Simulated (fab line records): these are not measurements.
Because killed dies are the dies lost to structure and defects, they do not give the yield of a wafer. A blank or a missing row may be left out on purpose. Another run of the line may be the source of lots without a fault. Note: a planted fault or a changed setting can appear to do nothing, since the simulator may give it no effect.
Chamber matching -- flow berkeley_cmos170 -- cmp-02 running UCB170_V1_CMP_02: 4 sister chambers
The step polishes SiO2. 22 wafers are shown with their chamber, then 11 later ones without.

== EACH WAFER AND ITS CHAMBER ==
wafer,chamber,motor_current_A (A)
L393.3,1,16.5
L393.4,3,13.7
L393.6,3,13.0
L395.1,3,13.1
L395.2,2,14.8
L395.6,0,19.1
L394.2,3,13.7
L394.5,3,13.4
L394.6,0,18.9
L396.1,3,13.9
L396.2,2,14.6
L396.6,1,17.0
L397.1,3,12.9
L397.3,1,15.7
L397.6,0,18.6
L405.3,1,16.4
L405.5,0,19.3
L405.6,1,16.8
L406.1,3,13.5
L406.2,0,20.7
L406.3,2,14.4
L407.1,2,14.4

SIGNATURES (means of the wafers above)
reading,chamber 0,chamber 1,chamber 2,chamber 3,scatter within a chamber
motor_current_A,19.320,16.480,14.550,13.400,0.51
Rule: for a wafer and a chamber, the distance is found by dividing, reading by reading, the gap between the wafer's reading and the chamber's mean by the reading's scatter, squaring, summing and taking the root. If the next closest chamber is less than 2 further off than the closest, the wafer can't be placed; otherwise it belongs to the closest. How the scatter is found: for the shown wafers, subtract from each reading the mean of its chamber, square and add these, divide the total by (wafers less chambers), then take the root.

== WAFERS WHOSE CHAMBER IS MISSING ==
wafer,motor_current_A (A)
L407.4,19.8
L407.5,16.0
L409.1,12.4
L409.5,16.7
L409.6,20.4
L410.1,16.5
L410.3,13.8
L410.6,17.0
L416.3,14.4
L416.5,12.7
L416.6,14.0

== CHAMBER TAKEN BY EACH ==
wafer,from the rows above,in truth
L407.4,0,0
L407.5,can't be placed: 1 or 2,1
L409.1,3,3
L409.5,1,1
L409.6,0,0
L410.1,1,1
L410.3,can't be placed: 3 or 2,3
L410.6,1,1
L416.3,can't be placed: 2 or 3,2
L416.5,3,3
L416.6,can't be placed: 2 or 3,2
Placed correctly: 7 of 11. Cannot be placed on the basis of these rows: 4; the candidates contain the true chamber in 4. Wrongly placed: 0.
